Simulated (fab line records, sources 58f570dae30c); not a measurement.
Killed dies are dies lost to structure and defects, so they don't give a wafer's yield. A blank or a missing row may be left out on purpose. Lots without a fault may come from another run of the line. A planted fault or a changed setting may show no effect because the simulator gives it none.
Which tool did it? | flow berkeley_cmos170 | 14 lots, 42 wafers sampled, at 6 steps of a route of 331

WHAT THE GAUGES READ, wafer by wafer
UCB170_M1_OVL_MEAS_10.
lot  | measured     | on         | M1_OVL (nm)
L385 | day 8 09:37  | overlay-01 | -1 1 -2
L388 | day 8 17:25  | overlay-01 | 5 -1 1
L389 | day 8 17:57  | overlay-01 | 0 4 6
L387 | day 8 18:23  | overlay-01 | -5 -1 -5
L391 | day 9 12:49  | overlay-02 | 15 12 12
L390 | day 9 13:23  | overlay-02 | 0 4 6
L392 | day 9 13:38  | overlay-02 | 10 11 8
L397 | day 10 13:47 | overlay-02 | 6 4 1
L401 | day 11 09:03 | overlay-02 | -5 -9 -6
L402 | day 12 00:24 | overlay-01 | -4 -9 -4
L404 | day 12 00:40 | overlay-02 | 0 -4 -2
L408 | day 12 15:53 | overlay-02 | -2 -2 -1
L405 | day 12 16:37 | overlay-01 | 6 8 5
L407 | day 13 05:52 | overlay-02 | 2 9 2

UCB170_M2_CD_MEAS_90: target cd 700 nm.
lot  | measured     | on        | cd_nm (nm)
L385 | day 8 17:40  | cd_sem-01 | 703.5 702.5 700.8
L388 | day 9 00:46  | cd_sem-02 | 699.7 702.1 702.5
L389 | day 9 01:38  | cd_sem-01 | 703.1 703.1 701.5
L387 | day 9 02:23  | cd_sem-01 | 703.0 703.3 700.1
L391 | day 9 19:47  | cd_sem-01 | 695.9 698.7 697.9
L390 | day 9 20:54  | cd_sem-02 | 700.4 702.4 705.7
L392 | day 9 21:10  | cd_sem-02 | 701.9 701.5 703.8
L397 | day 10 20:22 | cd_sem-01 | 678.7 681.7 681.2
L401 | day 11 17:59 | cd_sem-02 | 681.1 680.1 681.7
L402 | day 12 08:58 | cd_sem-02 | 698.2 697.8 701.9
L404 | day 12 09:26 | cd_sem-01 | 693.5 694.9 699.6
L408 | day 12 23:03 | cd_sem-01 | 701.6 697.8 700.6
L405 | day 13 00:44 | cd_sem-02 | 704.2 703.8 704.5
L407 | day 13 15:23 | cd_sem-02 | 698.4 701.1 701.1

WHICH TOOL RAN EACH LOT (tool, then ch and the chambers of the sampled wafers, then the start)
lot  | UCB170_BACKSIDE_STRIP_03             | UCB170_SILICIDE_SPUTTER_01   | UCB170_M2_METAL_ETCH_18           | UCB170_M2_STRIP_19
L385 | plasma_asher-03 ch 0,1, day 8 01:55  | pvd_sputter-03, day 8 02:52  | rie_metal-04 ch 0,1, day 8 17:23  | plasma_asher-01 ch 0,1, day 8 17:34
L388 | plasma_asher-04 ch 0,1, day 8 08:22  | pvd_sputter-03, day 8 09:19  | rie_metal-03 ch 0,1, day 9 00:29  | plasma_asher-03 ch 0,1, day 9 00:40
L389 | plasma_asher-01 ch 0,1, day 8 08:49  | pvd_sputter-02, day 8 09:46  | rie_metal-04 ch 0,1, day 9 01:20  | plasma_asher-01 ch 1, day 9 01:32
L387 | plasma_asher-04 ch 0,1, day 8 08:53  | pvd_sputter-03, day 8 09:49  | rie_metal-02 ch 0,1, day 9 02:06  | plasma_asher-03 ch 0,1, day 9 02:17
L391 | plasma_asher-04 ch 0,1, day 9 04:32  | pvd_sputter-01, day 9 05:29  | rie_metal-03 ch 0,1, day 9 19:28  | plasma_asher-01 ch 0,1, day 9 19:40
L390 | plasma_asher-01 ch 1, day 9 04:59    | pvd_sputter-03, day 9 05:56  | rie_metal-04 ch 0,1, day 9 20:35  | plasma_asher-01 ch 0,1, day 9 20:47
L392 | plasma_asher-04 ch 0,1, day 9 05:12  | pvd_sputter-02, day 9 06:10  | rie_metal-02 ch 0,1, day 9 20:52  | plasma_asher-04 ch 0,1, day 9 21:04
L397 | plasma_asher-01 ch 0,1, day 10 05:05 | pvd_sputter-02, day 10 05:59 | rie_metal-04 ch 0,1, day 10 20:05 | plasma_asher-04 ch 0,1, day 10 20:15
L401 | plasma_asher-01 ch 0,1, day 11 01:40 | pvd_sputter-03, day 11 02:41 | rie_metal-04 ch 1, day 11 17:40   | plasma_asher-04 ch 0,1, day 11 17:52
L402 | plasma_asher-03 ch 0,1, day 11 15:14 | pvd_sputter-01, day 11 16:16 | rie_metal-02 ch 0,1, day 12 08:40 | plasma_asher-04 ch 0,1, day 12 08:52
L404 | plasma_asher-03 ch 0,1, day 11 15:41 | pvd_sputter-02, day 11 16:38 | rie_metal-03 ch 0,1, day 12 09:07 | plasma_asher-03 ch 0, day 12 09:19
L408 | plasma_asher-04 ch 0,1, day 12 07:41 | pvd_sputter-02, day 12 08:37 | rie_metal-03 ch 0,1, day 12 22:46 | plasma_asher-03 ch 0,1, day 12 22:57
L405 | plasma_asher-01 ch 0,1, day 12 08:08 | pvd_sputter-03, day 12 09:05 | rie_metal-02 ch 0,1, day 13 00:28 | plasma_asher-03 ch 0,1, day 13 00:38
L407 | plasma_asher-01 ch 0,1, day 12 21:53 | pvd_sputter-02, day 12 22:50 | rie_metal-03 ch 0, day 13 15:05   | plasma_asher-01 ch 0,1, day 13 15:17
- UCB170_BACKSIDE_STRIP_03: strips in O2.
- UCB170_SILICIDE_SPUTTER_01: material Ti, target thk 30 nm, time 25 s.
- UCB170_M2_METAL_ETCH_18: etches Al in Cl2/BCl3, stops on SiO2, target depth 1170 nm, time 195 s.
- UCB170_M2_STRIP_19: strips in O2.

WHAT THE TOOLS THEMSELVES READ (means of the sampled wafers that have a number; where no wafer has one, the mark that the record gives instead)
UCB170_BACKSIDE_STRIP_03.
lot  | tool            | chamber_pressure_mTorr (mTorr) | drypump_motor_current_A (A) | oes_product_au (a.u.) | strip_time_to_endpoint_s (s)
L385 | plasma_asher-03 | 3498.0                         | 5.13                        | 0.730                 | 22.32
L388 | plasma_asher-04 | 3499.3                         | 5.45                        | 0.726                 | 22.40
L389 | plasma_asher-01 | 3498.9                         | 5.51                        | 0.724                 | 22.38
L387 | plasma_asher-04 | 3500.5                         | 5.48                        | 0.726                 | 22.32
L391 | plasma_asher-04 | 3502.2                         | 5.46                        | 0.728                 | 22.34
L390 | plasma_asher-01 | 3499.5                         | 5.73                        | 0.729                 | 22.34
L392 | plasma_asher-04 | 3500.4                         | 5.43                        | 0.726                 | 22.27
L397 | plasma_asher-01 | 3498.3                         | 5.52                        | 0.726                 | 22.37
L401 | plasma_asher-01 | 3498.1                         | 5.52                        | 0.729                 | 22.36
L402 | plasma_asher-03 | 3499.9                         | 5.16                        | 0.723                 | 22.33
L404 | plasma_asher-03 | 3498.6                         | 5.44                        | 0.723                 | 22.24
L408 | plasma_asher-04 | 3501.3                         | 5.46                        | 0.724                 | 22.39
L405 | plasma_asher-01 | 3497.0                         | 5.52                        | 0.729                 | 22.39
L407 | plasma_asher-01 | 3496.7                         | 5.62                        | 0.723                 | 22.36

UCB170_SILICIDE_SPUTTER_01.
lot  | tool           | chamber_pressure_pa (Pa) | throttle_valve_pct (%)
L385 | pvd_sputter-03 | 0.5001                   | 30.6
L388 | pvd_sputter-03 | 0.5006                   | 29.9
L389 | pvd_sputter-02 | 0.4998                   | 29.4
L387 | pvd_sputter-03 | 0.4997                   | 29.9
L391 | pvd_sputter-01 | 0.5017                   | 29.1
L390 | pvd_sputter-03 | 0.5001                   | 30.3
L392 | pvd_sputter-02 | 0.4996                   | 29.7
L397 | pvd_sputter-02 | 0.4991                   | 30.3
L401 | pvd_sputter-03 | 0.5006                   | 30.0
L402 | pvd_sputter-01 | 0.4999                   | 29.1
L404 | pvd_sputter-02 | 0.5000                   | 30.0
L408 | pvd_sputter-02 | 0.4995                   | 29.8
L405 | pvd_sputter-03 | 0.5007                   | 30.3
L407 | pvd_sputter-02 | 0.5000                   | 29.3

UCB170_M2_METAL_ETCH_18.
lot  | tool         | chamber_pressure_mTorr (mTorr) | drypump_motor_current_A (A) | mfc_cl2_sccm (sccm) | oes_product_au (a.u.) | rf_fwd_power_W (W) | throttle_valve_pct (%)
L385 | rie_metal-04 | 12.017                         | 6.06                        | 89.92               | 0.856                 | 596.7              | 24.42
L388 | rie_metal-03 | 11.990                         | 5.86                        | 89.95               | 0.861                 | 598.7              | 24.49
L389 | rie_metal-04 | 11.992                         | 6.09                        | 90.05               | 0.858                 | 596.2              | 24.49
L387 | rie_metal-02 | 11.999                         | 5.71                        | 90.06               | 0.847                 | 599.0              | 24.50
L391 | rie_metal-03 | 12.003                         | 5.87                        | 89.69               | 0.855                 | 598.7              | 24.51
L390 | rie_metal-04 | 11.999                         | 6.08                        | 90.05               | 0.851                 | 597.8              | 24.50
L392 | rie_metal-02 | 11.997                         | 6.03                        | 90.11               | 0.857                 | 598.2              | 24.38
L397 | rie_metal-04 | 11.999                         | 6.07                        | 90.42               | 0.850                 | 836.6              | 24.50
L401 | rie_metal-04 | 11.999                         | 6.02                        | 89.58               | 0.849                 | 835.0              | 24.34
L402 | rie_metal-02 | 11.999                         | 5.68                        | 89.91               | 0.850                 | 598.6              | 24.50
L404 | rie_metal-03 | 12.008                         | 5.89                        | 89.99               | 0.838                 | 599.0              | 24.52
L408 | rie_metal-03 | 12.003                         | 5.86                        | 89.83               | 0.854                 | 599.4              | 24.49
L405 | rie_metal-02 | 12.002                         | 6.07                        | 89.99               | 0.868                 | 599.1              | 24.38
L407 | rie_metal-03 | 11.998                         | 5.89                        | 90.05               | 0.857                 | 597.0              | 24.54

UCB170_M2_STRIP_19.
lot  | tool            | chamber_pressure_mTorr (mTorr) | drypump_motor_current_A (A) | oes_product_au (a.u.)
L385 | plasma_asher-01 | 3501                           | 5.52                        | 0.529
L388 | plasma_asher-03 | 3501                           | 5.15                        | 0.552
L389 | plasma_asher-01 | 3498                           | 5.75                        | 0.553
L387 | plasma_asher-03 | 3500                           | 5.42                        | 0.558
L391 | plasma_asher-01 | 3500                           | 5.50                        | 0.550
L390 | plasma_asher-01 | 3502                           | 5.51                        | 0.553
L392 | plasma_asher-04 | 3499                           | 5.46                        | 0.547
L397 | plasma_asher-04 | 3503                           | 5.46                        | 0.310
L401 | plasma_asher-04 | 3497                           | 5.45                        | 0.312
L402 | plasma_asher-04 | 3501                           | 5.45                        | 0.560
L404 | plasma_asher-03 | 3499                           | 4.88                        | 0.547
L408 | plasma_asher-03 | 3502                           | 5.16                        | 0.541
L405 | plasma_asher-03 | 3500                           | 5.41                        | 0.548
L407 | plasma_asher-01 | 3500                           | 5.62                        | 0.537

THE ANSWER, worked out from the rows above alone
Rule: what is usual is taken from the lots themselves. Put in order of their means at a reading, lots are off if they are a third of the lots or fewer, leave a main group of 4 or more, and stand apart from it by a gap of 3 or more times the standard deviation of the main group's means; of several such gaps the widest counts. A main group whose means are all the same, to the digits that the tables above print for the reading, isn't used. A lot without any number at a reading at which 4 lots or more have one is off too. The other lots that the step has rows for count as sound. The gauges are gone through in route order, then the tools' own readings, and for those a lot's mean is taken as printed above. The first step at which some lot is off is used, and at that step the reading that is off furthest; a lot without a number counts as furthest.
Off: L397, L401, at UCB170_M2_CD_MEAS_90 (cd_nm). The main group: mean 700.9 nm, standard deviation 2.3.
A tool fits if, at a process step before that reading, it ran every lot that is off, and no sound lot after the first of them. The gauges at UCB170_M2_CD_MEAS_90 aren't tried: what is off there is off at UCB170_M2_METAL_ETCH_18 too, on other tools, and a gauge's error can't cause that. One fits: rie_metal-04 at UCB170_M2_METAL_ETCH_18. Its last sound lot is L390 (day 9 20:35), its first lot that is off L397 (day 10 20:05): a fault that began between those two fits.
The tool's own readings at UCB170_M2_METAL_ETCH_18 bear it out: on the lots that are off they differ by more than 5 times the standard deviation of the sound lots' means. rf_fwd_power_W reads 835.8 W there against 598.2 W on the sound lots.

WHAT THE SIMULATOR HAD PUT IN
Process parameter drift: rie_metal-04, from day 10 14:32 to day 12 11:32, at UCB170_M2_METAL_ETCH_18. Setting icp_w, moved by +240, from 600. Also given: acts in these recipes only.
Lots struck among those shown: L397, L401. The rule above found the same.
